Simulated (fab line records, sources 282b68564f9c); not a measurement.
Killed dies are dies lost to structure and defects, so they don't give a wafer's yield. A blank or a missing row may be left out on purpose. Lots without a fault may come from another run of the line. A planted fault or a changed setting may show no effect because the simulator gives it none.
Tool commonality check | flow rit_cmos | 14 lots, 41 wafers sampled

WHY IT WAS OPENED
At RIT_SDANNEAL_RS_MEAS_04 the reading PSD_RS is flagged on 2 of 14 lots. Wafers without a fault read 115.89 ohm/sq, standard deviation 0.28.
Rule: a lot is flagged when every wafer of it that has a number lies more than 4 standard deviations from that mean, or none has a number. The other lots count as sound.

lot  | measured    | on            | PSD_RS (ohm/sq), wafer by wafer | flag
L282 | day 3 13:52 | film_metro-01 | 115.70 116.38 115.78            |
L283 | day 3 18:35 | film_metro-01 | 116.20 115.93 115.63            |
L284 | day 3 20:14 | film_metro-02 | 115.57 115.37 115.28            |
L286 | day 4 15:17 | film_metro-02 | 115.99 116.24 115.64            |
L287 | day 4 15:25 | film_metro-01 | 116.11 115.99 116.16            |
L289 | day 5 04:40 | film_metro-02 | 115.82 116.02 115.99            |
L290 | day 5 13:22 | film_metro-03 | 116.02 116.00 115.83            |
L293 | day 5 18:11 | film_metro-03 | 116.18 115.79 115.99            |
L295 | day 6 04:21 | film_metro-01 | 115.42 115.74 115.64            |
L296 | day 6 09:08 | film_metro-02 | 115.72 115.37 115.75            |
L297 | day 6 14:51 | film_metro-02 | 122.15 121.91                   | FLAGGED
L298 | day 6 21:10 | film_metro-01 | 115.95 115.66 115.92            |
L299 | day 7 01:58 | film_metro-02 | 121.19 121.14 121.00            | FLAGGED
L302 | day 7 22:44 | film_metro-02 | 116.03 115.59 116.14            |
The numbers of the flagged lots are 121.48 ohm/sq on average: +5.59 ohm/sq against the usual, or +20 standard deviations.

WHICH TOOL RAN EACH LOT
The record holds 1 process step before the reading, out of a route of 202 steps. In each cell: the tool, then ch and the chambers that the sampled wafers went through, then the start.
lot  | flag    | RIT_SDANNEAL_RTA_03
L282 |         | rtp_anneal-01 ch 0, day 3 13:48
L283 |         | rtp_anneal-02 ch 0, day 3 18:31
L284 |         | rtp_anneal-01 ch 0, day 3 20:07
L286 |         | rtp_anneal-01 ch 0, day 4 15:13
L287 |         | rtp_anneal-02 ch 0, day 4 15:20
L289 |         | rtp_anneal-02 ch 0, day 5 04:35
L290 |         | rtp_anneal-02 ch 0, day 5 13:17
L293 |         | rtp_anneal-02 ch 0, day 5 18:07
L295 |         | rtp_anneal-02 ch 0, day 6 04:17
L296 |         | rtp_anneal-01 ch 0, day 6 09:05
L297 | FLAGGED | rtp_anneal-02 ch 0, day 6 14:47
L298 |         | rtp_anneal-01 ch 0, day 6 21:05
L299 | FLAGGED | rtp_anneal-02 ch 0, day 7 01:55
L302 |         | rtp_anneal-01 ch 0, day 7 22:40
What these steps do:
- RIT_SDANNEAL_RTA_03: time 5 s.
- RIT_SDANNEAL_RS_MEAS_04: measures by four-point-probe.

FLAGGED OVER TOTAL, TOOL BY TOOL (the gauges that took the reading come last)
step                    | tool          | lots run | flagged | share of the flagged lots | sound lots run after its first flagged lot
RIT_SDANNEAL_RTA_03     | rtp_anneal-01 | 6        | 0       | none                      | -
RIT_SDANNEAL_RTA_03     | rtp_anneal-02 | 8        | 2       | all                       | 0
RIT_SDANNEAL_RS_MEAS_04 | film_metro-01 | 5        | 0       | none                      | -
RIT_SDANNEAL_RS_MEAS_04 | film_metro-02 | 7        | 2       | all                       | 1 (L302)
RIT_SDANNEAL_RS_MEAS_04 | film_metro-03 | 2        | 0       | none                      | -

WHAT THE TABLE ALLOWS
2 rows of the table ran every flagged lot: rtp_anneal-02 at RIT_SDANNEAL_RTA_03, film_metro-02 at RIT_SDANNEAL_RS_MEAS_04.
- rtp_anneal-02 at RIT_SDANNEAL_RTA_03: 2 of its 8 lots flagged. Its last sound lot is L295 (day 6 04:17), its first flagged lot L297 (day 6 14:47): a fault that began between those two fits. Its own readings lie more than 4 standard deviations out on every wafer of the flagged lots: wafer_temp_C_max.
- film_metro-02 at RIT_SDANNEAL_RS_MEAS_04: 2 of its 7 lots flagged. Sound lots ran on it after the first flagged one (L302), which a lasting fault on the whole tool wouldn't allow.
One tool is left: rtp_anneal-02 at RIT_SDANNEAL_RTA_03.

WHAT THE SIMULATOR HAD PUT IN
Process parameter drift: rtp_anneal-02, from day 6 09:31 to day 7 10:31, at RIT_SDANNEAL_RTA_03. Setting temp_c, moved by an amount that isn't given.
Lots struck among those shown: L297, L299. The rule above found the same.
